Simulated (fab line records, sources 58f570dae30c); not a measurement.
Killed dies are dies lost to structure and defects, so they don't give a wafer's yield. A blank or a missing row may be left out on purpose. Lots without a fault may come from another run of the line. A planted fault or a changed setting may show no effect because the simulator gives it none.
Tool commonality check | flow berkeley_cmos170 | 13 lots, 37 wafers sampled

WHY IT WAS OPENED
At UCB170_M1_RS_MEAS_01 the reading M1_AL_RS is flagged on 1 of 13 lots. Wafers without a fault read 0.0485 ohm/sq, standard deviation 0.00048.
Rule: a lot is flagged when every wafer of it that has a number lies more than 4 standard deviations from that mean, or none has a number. The other lots count as sound.

lot  | measured     | on            | M1_AL_RS (ohm/sq), wafer by wafer | flag
L145 | day 8 17:04  | film_metro-03 | 0.0499 0.0492 0.0493              |
L144 | day 8 18:29  | film_metro-04 | 0.0488 0.0484 0.0483              |
L148 | day 9 09:40  | film_metro-03 | 0.0489 0.0486 0.0489              |
L147 | day 9 09:47  | film_metro-04 | 0.0483 0.0483 0.0475              |
L150 | day 10 08:34 | film_metro-02 | 0.0486 0.0487 0.0489              |
L154 | day 10 17:16 | film_metro-02 | 0.0327                            | FLAGGED
L155 | day 10 19:59 | film_metro-03 | 0.0483 0.0484 0.0488              |
L156 | day 10 20:14 | film_metro-02 | 0.0493 0.0491 0.0492              |
L157 | day 11 11:06 | film_metro-04 | 0.0487 0.0487 0.0485              |
L158 | day 11 22:45 | film_metro-02 | 0.0488 0.0489 0.0487              |
L160 | day 11 23:01 | film_metro-03 | 0.0483 0.0487 0.0485              |
L159 | day 12 15:44 | film_metro-03 | 0.0483 0.0486 0.0488              |
L164 | day 12 15:56 | film_metro-04 | 0.0483 0.0480 0.0482              |
The numbers of the flagged lots are 0.0327 ohm/sq on average: -0.0158 ohm/sq against the usual, or -33 standard deviations.

WHICH TOOL RAN EACH LOT
The record holds 2 process steps before the reading, out of a route of 331 steps. In each cell: the tool, then ch and the chambers that the sampled wafers went through, then the start.
lot  | flag    | UCB170_PLDD_STRIP_10                 | UCB170_M1_SPUTTER_00
L145 |         | plasma_asher-01 ch 0,1, day 7 20:59  | pvd_sputter-03, day 8 16:59
L144 |         | plasma_asher-03 ch 0,1, day 7 21:21  | pvd_sputter-01, day 8 18:22
L148 |         | plasma_asher-01 ch 0,1, day 8 13:03  | pvd_sputter-01, day 9 09:37
L147 |         | plasma_asher-03 ch 0,1, day 8 13:23  | pvd_sputter-03, day 9 09:44
L150 |         | plasma_asher-01 ch 0,1, day 9 09:23  | pvd_sputter-04, day 10 08:29
L154 | FLAGGED | plasma_asher-01 ch 0, day 9 21:39    | pvd_sputter-03, day 10 17:10
L155 |         | plasma_asher-03 ch 0,1, day 9 22:07  | pvd_sputter-04, day 10 19:53
L156 |         | plasma_asher-03 ch 0, day 9 21:52    | pvd_sputter-01, day 10 20:10
L157 |         | plasma_asher-03 ch 0, day 10 15:25   | pvd_sputter-04, day 11 11:01
L158 |         | plasma_asher-01 ch 0,1, day 11 03:29 | pvd_sputter-04, day 11 22:40
L160 |         | plasma_asher-01 ch 0,1, day 11 04:04 | pvd_sputter-01, day 11 22:56
L159 |         | plasma_asher-02 ch 0,1, day 11 15:11 | pvd_sputter-04, day 12 15:40
L164 |         | plasma_asher-01 ch 0,1, day 11 15:11 | pvd_sputter-01, day 12 15:51
What these steps do:
- UCB170_PLDD_STRIP_10: strips in O2.
- UCB170_M1_SPUTTER_00: material Al, target thk 600 nm, time 80 s.
- UCB170_M1_RS_MEAS_01: measures by four-point-probe.

FLAGGED OVER TOTAL, TOOL BY TOOL (the gauges that took the reading come last)
step                 | tool            | lots run | flagged | share of the flagged lots | sound lots run after its first flagged lot
UCB170_PLDD_STRIP_10 | plasma_asher-01 | 7        | 1       | all                       | 3 (L158,L160,L164)
UCB170_PLDD_STRIP_10 | plasma_asher-02 | 1        | 0       | none                      | -
UCB170_PLDD_STRIP_10 | plasma_asher-03 | 5        | 0       | none                      | -
UCB170_M1_SPUTTER_00 | pvd_sputter-01  | 5        | 0       | none                      | -
UCB170_M1_SPUTTER_00 | pvd_sputter-03  | 3        | 1       | all                       | 0
UCB170_M1_SPUTTER_00 | pvd_sputter-04  | 5        | 0       | none                      | -
UCB170_M1_RS_MEAS_01 | film_metro-02   | 4        | 1       | all                       | 2 (L156,L158)
UCB170_M1_RS_MEAS_01 | film_metro-03   | 5        | 0       | none                      | -
UCB170_M1_RS_MEAS_01 | film_metro-04   | 4        | 0       | none                      | -

WHAT THE TABLE ALLOWS
3 rows of the table ran every flagged lot: plasma_asher-01 at UCB170_PLDD_STRIP_10, pvd_sputter-03 at UCB170_M1_SPUTTER_00, film_metro-02 at UCB170_M1_RS_MEAS_01.
- plasma_asher-01 at UCB170_PLDD_STRIP_10: 1 of its 7 lots flagged. Sound lots ran on it after the first flagged one (L158, L160, L164), which a lasting fault on the whole tool wouldn't allow.
- pvd_sputter-03 at UCB170_M1_SPUTTER_00: 1 of its 3 lots flagged. Its last sound lot is L147 (day 9 09:44), its first flagged lot L154 (day 10 17:10): a fault that began between those two fits.
- film_metro-02 at UCB170_M1_RS_MEAS_01: 1 of its 4 lots flagged. Sound lots ran on it after the first flagged one (L156, L158), which a lasting fault on the whole tool wouldn't allow.
One tool is left: pvd_sputter-03 at UCB170_M1_SPUTTER_00.

WHAT THE SIMULATOR HAD PUT IN
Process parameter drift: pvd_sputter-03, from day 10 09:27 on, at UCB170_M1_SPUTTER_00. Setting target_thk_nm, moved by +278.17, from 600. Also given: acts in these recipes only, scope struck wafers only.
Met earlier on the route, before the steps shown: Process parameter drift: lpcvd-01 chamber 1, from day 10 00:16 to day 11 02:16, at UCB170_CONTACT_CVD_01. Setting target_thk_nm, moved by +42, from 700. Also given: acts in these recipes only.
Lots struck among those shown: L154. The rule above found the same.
